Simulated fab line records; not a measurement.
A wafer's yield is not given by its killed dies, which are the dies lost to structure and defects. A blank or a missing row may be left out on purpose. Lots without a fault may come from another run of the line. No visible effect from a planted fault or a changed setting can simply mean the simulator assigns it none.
Which tool was responsible?    flow rit_cmos    14 lots with 42 wafers sampled at 5 steps, on a route of 202 steps

WHAT THE GAUGES READ, wafer by wafer
RIT_SDANNEAL_RS_MEAS_05: uses a four-point probe to measure. Usual: NSD_RS 84.51 ohm/sq, standard deviation 0.28.
lot   measured     on             NSD_RS (ohm/sq)    flag
L803  day 3 12:47  film_metro-04  84.79 84.44 84.49  
L804  day 3 18:05  film_metro-02  84.31 84.23 84.11  
L807  day 4 10:02  film_metro-04  84.51 84.14 84.50  
L809  day 4 18:35  film_metro-02  84.54 84.49 84.86  
L815  day 5 21:17  film_metro-02  84.52 84.33 84.11  
L816  day 6 06:33  film_metro-04  84.35 84.17 84.43  
L817  day 6 10:13  film_metro-02  84.39 84.61 84.62  
L819  day 6 19:44  film_metro-03  84.47 84.26 84.42  
L820  day 7 00:17  film_metro-04  84.62 84.76 84.81  
L821  day 7 06:07  film_metro-03  84.47 84.81 85.06  
L822  day 7 08:34  film_metro-02  84.20 84.29 83.87  
L823  day 7 15:43  film_metro-04  85.05 84.97 85.00  
L824  day 7 20:13  film_metro-02  84.30 83.97 84.11  
L825  day 7 23:04  film_metro-02  84.79 84.32 84.35  

RIT_SILICIDE_RS_MEAS_02: uses a four-point probe to measure. Usual: SILICIDE_TI_RS 49.7 ohm/sq, standard deviation 0.57.
lot   measured     on             SILICIDE_TI_RS (ohm/sq)  flag
L803  day 3 13:19  film_metro-02  50.1 48.9 48.9           
L804  day 3 18:36  film_metro-02  49.4 49.5 49.4           
L807  day 4 10:33  film_metro-02  49.7 49.4 40.0           OFF
L809  day 4 19:07  film_metro-01  49.1 40.4 50.2           OFF
L815  day 5 21:49  film_metro-01  48.9 49.0 48.4           
L816  day 6 07:04  film_metro-01  49.2 49.2 49.6           
L817  day 6 10:44  film_metro-01  50.4 49.8 50.3           
L819  day 6 20:16  film_metro-02  49.6 49.7 49.9           
L820  day 7 00:49  film_metro-02  49.2 50.0 49.5           
L821  day 7 06:38  film_metro-01  49.5 49.1 49.6           
L822  day 7 09:05  film_metro-02  49.1 48.7 48.9           
L823  day 7 16:15  film_metro-04  49.0 49.3 48.8           
L824  day 7 20:44  film_metro-01  50.4 49.8 49.6           
L825  day 7 23:35  film_metro-01  48.9 48.9 49.1           

RIT_CONTACT_OVL_MEAS_09. Usual: CONTACT_OVL 0.1 nm, standard deviation 1.5.
lot   measured     on          CONTACT_OVL (nm)  flag
L803  day 3 14:58  overlay-02  1.3 1.3 -0.7      
L804  day 3 20:16  overlay-01  -1.4 0.0 -0.4     
L807  day 4 12:13  overlay-02  -1.0 1.5 2.3      
L809  day 4 20:39  overlay-02  -0.2 -0.6 0.7     
L815  day 5 23:29  overlay-01  2.5 0.9 1.6       
L816  day 6 08:37  overlay-01  -0.5 1.6 1.6      
L817  day 6 12:25  overlay-02  -4.0 -1.7 -1.2    
L819  day 6 21:55  overlay-02  -3.1 0.1 -2.4     
L820  day 7 02:22  overlay-02  -1.6 -1.4 -1.9    
L821  day 7 08:14  overlay-01  1.2 0.8 0.5       
L822  day 7 10:46  overlay-01  0.1 -0.2 -1.3     
L823  day 7 17:48  overlay-01  -4.6 -1.3 -1.9    
L824  day 7 22:25  overlay-01  1.0 0.9 1.5       
L825  day 8 01:07  overlay-02  0.9 1.4 1.1       

TOOL THAT RAN EACH LOT (tool first, then ch and the chambers of the sampled wafers, then the start)
lot   RIT_NSD_STRIP_09                     RIT_SILICIDE_SPUTTER_01
L803  plasma_asher-01 ch 0,1, day 3 10:25  pvd_sputter-04, day 3 13:08
L804  plasma_asher-03 ch 0,1, day 3 15:33  pvd_sputter-03, day 3 18:26
L807  plasma_asher-02 ch 0,1, day 4 07:50  pvd_sputter-04, day 4 10:24
L809  plasma_asher-02 ch 0,1, day 4 16:14  pvd_sputter-04, day 4 18:56
L815  plasma_asher-02 ch 0,1, day 5 18:44  pvd_sputter-03, day 5 21:39
L816  plasma_asher-02 ch 0,1, day 6 04:18  pvd_sputter-02, day 6 06:54
L817  plasma_asher-03 ch 0,1, day 6 07:48  pvd_sputter-03, day 6 10:35
L819  plasma_asher-02 ch 1, day 6 17:29    pvd_sputter-03, day 6 20:05
L820  plasma_asher-03 ch 0,1, day 6 22:05  pvd_sputter-02, day 7 00:40
L821  plasma_asher-01 ch 0,1, day 7 03:46  pvd_sputter-03, day 7 06:29
L822  plasma_asher-03 ch 0,1, day 7 06:12  pvd_sputter-04, day 7 08:56
L823  plasma_asher-03 ch 0,1, day 7 13:21  pvd_sputter-03, day 7 16:06
L824  plasma_asher-01 ch 0,1, day 7 18:01  pvd_sputter-02, day 7 20:35
L825  plasma_asher-01 ch 0,1, day 7 20:50  pvd_sputter-03, day 7 23:25
- RIT_NSD_STRIP_09: strips in O2, time 180 s.
- RIT_SILICIDE_SPUTTER_01: material Ti, target thk 30 nm, time 240 s.

AS READ BY THE TOOLS THEMSELVES (means over the sampled wafers that have a number; for cases with no such wafer, the mark the record gives instead)
RIT_NSD_STRIP_09. Usual: drypump_motor_current_A reads 5.5 A (standard deviation 0.42).
lot   tool             drypump_motor_current_A (A)  flag
L803  plasma_asher-01  5.5                          
L804  plasma_asher-03  5.3                          
L807  plasma_asher-02  5.8                          
L809  plasma_asher-02  5.9                          
L815  plasma_asher-02  5.8                          
L816  plasma_asher-02  5.9                          
L817  plasma_asher-03  5.2                          
L819  plasma_asher-02  6.0                          
L820  plasma_asher-03  5.2                          
L821  plasma_asher-01  5.2                          
L822  plasma_asher-03  5.2                          
L823  plasma_asher-03  5.3                          
L824  plasma_asher-01  5.2                          
L825  plasma_asher-01  5.5                          

RIT_SILICIDE_SPUTTER_01. Usual: chamber_pressure_pa 0.6670 Pa, standard deviation 0.0013; substrate_temp_c 25.03 C, standard deviation 0.11; throttle_valve_pct 29.9 %, standard deviation 1.2.
lot   tool            chamber_pressure_pa (Pa)  substrate_temp_c (C)  throttle_valve_pct (%)  flag
L803  pvd_sputter-04  0.6665                    25.04                 30.8                    
L804  pvd_sputter-03  0.6673                    24.92                 29.3                    
L807  pvd_sputter-04  0.6452                    25.09                 32.2                    OFF
L809  pvd_sputter-04  0.6436                    24.92                 33.1                    OFF
L815  pvd_sputter-03  0.6665                    25.16                 29.5                    
L816  pvd_sputter-02  0.6664                    25.05                 29.7                    
L817  pvd_sputter-03  0.6659                    25.05                 29.6                    
L819  pvd_sputter-03  0.6656                    25.06                 29.7                    
L820  pvd_sputter-02  0.6677                    24.91                 29.5                    
L821  pvd_sputter-03  0.6661                    25.04                 29.6                    
L822  pvd_sputter-04  0.6669                    24.99                 31.6                    
L823  pvd_sputter-03  0.6675                    25.15                 29.6                    
L824  pvd_sputter-02  0.6680                    25.13                 29.7                    
L825  pvd_sputter-03  0.6682                    24.97                 29.5                    

THE ANSWER, worked out from the rows above alone
Rule: lot off if the mean of its wafers having a number is beyond 3 standard deviations from the usual mean. Also off: a lot with no number at a reading for which 4 or more lots have one. Any other lot the step has rows for is counted as sound. First the gauges in route order, then the tools' own readings, where a lot's mean is used as printed above. The first step at which some lot is off is used, and at that step the reading that is off furthest; a lot without a number counts as furthest.
Off: at RIT_SILICIDE_RS_MEAS_02 (SILICIDE_TI_RS), L807, L809.
If a tool, at a process step before that reading, ran all the lots that are off and no sound lot after the first of them, it fits. Not tried: the gauges at RIT_SILICIDE_RS_MEAS_02; whatever is off there is also off at RIT_SILICIDE_SPUTTER_01, on other tools, and gauge error can't account for it. Of those tried, none fits.

WHAT THE SIMULATOR HAD PUT IN
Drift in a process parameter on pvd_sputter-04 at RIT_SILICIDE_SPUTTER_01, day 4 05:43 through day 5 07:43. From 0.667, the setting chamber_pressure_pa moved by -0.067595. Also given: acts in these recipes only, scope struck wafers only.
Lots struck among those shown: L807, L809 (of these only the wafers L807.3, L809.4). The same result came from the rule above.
